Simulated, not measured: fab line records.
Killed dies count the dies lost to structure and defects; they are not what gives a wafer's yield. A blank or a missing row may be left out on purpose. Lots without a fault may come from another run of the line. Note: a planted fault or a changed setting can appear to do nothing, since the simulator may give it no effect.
2 desks looking at one fault | flow berkeleyCmos170 | each desk has only its own numbers; what lay behind them comes last

TOOL OWNER'S DESK, rieMetal-01
The tool's own readings at UCB170_M2_METAL_ETCH_18 (etches Al in Cl2/BCl3, stops on SiO2, target depth 1170 nm, time 195 s): means of the sampled wafers that have a number, for each lot that ran on this tool. Marked OUT: a lot whose mean sits more than 4 standard deviations from the usual mean, which makes it out of limits; the brackets give that distance.
Columns: A = drypumpMotorCurrentA at UCB170_M2_METAL_ETCH_18, usual 5.8 A; B = oesProductAu at UCB170_M2_METAL_ETCH_18, usual 0.851 a.u.; C = rfFwdPowerW at UCB170_M2_METAL_ETCH_18, usual 597.7 W; D = throttleValvePct at UCB170_M2_METAL_ETCH_18, usual 24.3 %
lot  | first seen here | A   | B     | C     | D
L199 | day 9 18:56     | 5.7 | 0.859 | 599.1 | 24.6
L201 | day 9 21:35     | 5.9 | 0.834 | 598.1 | 24.2
L202 | day 10 05:19    | 5.8 | 0.856 | 596.8 | 24.5
L204 | day 10 20:05    | 5.9 | 0.844 | 596.9 | 24.2
L211 | day 11 10:22    | 6.0 | 0.845 | 598.9 | 24.0
L214 | day 12 10:54    | 5.8 | 0.843 | 597.0 | 24.5
L215 | day 13 01:34    | 5.8 | 0.845 | 600.1 | 24.5
Finding of this desk: none of the 7 lots has anything out of limits.

METROLOGY DESK
What the gauges read, lot by lot, whatever tool the lot ran on: means of the sampled wafers that have a number. Marked OUT: a lot whose mean sits more than 4 standard deviations from the usual mean, which makes it out of limits; the brackets give that distance.
Columns: A = cdNm at UCB170_M2_CD_MEAS_90, usual 703 nm
lot  | first seen here | A
L196 | day 9 11:07     | 694
L199 | day 9 19:13     | 698
L198 | day 9 19:27     | 698
L201 | day 9 21:53     | 704
L200 | day 9 21:59     | 703
L202 | day 10 05:38    | 706
L205 | day 10 19:01    | 704
L204 | day 10 20:23    | 702
L211 | day 11 10:50    | 711
L209 | day 11 12:29    | 699
L214 | day 12 11:11    | 680 (-4.3) OUT
L215 | day 13 01:55    | 682 (-4.0) OUT
L216 | day 13 05:49    | 703
L217 | day 13 13:56    | 703
This desk's finding: out of limits on L214, L215; first on L214, day 12 11:11 (cdNm at UCB170_M2_CD_MEAS_90). L196, L199, L198, L201, L200, L202, L205, L204, L211, L209, L216, L217 stayed within limits.

TAKEN TOGETHER
An alarm was possible from the metrology desk at day 12 11:11, on L214, L215.
The tool owner's desk saw nothing out of limits.
Tool owner's desk: L214, L215 on record, inside its limits.
On rieMetal-01, each named lot ran UCB170_M2_METAL_ETCH_18.

WHAT HAD BEEN PUT IN BY THE SIMULATOR
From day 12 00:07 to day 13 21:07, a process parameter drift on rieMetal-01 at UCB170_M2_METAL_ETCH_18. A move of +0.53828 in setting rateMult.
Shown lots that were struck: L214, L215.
Per desk, hours elapsed from the start of the fault to the first reading out of limits: for the metrology desk, 11.
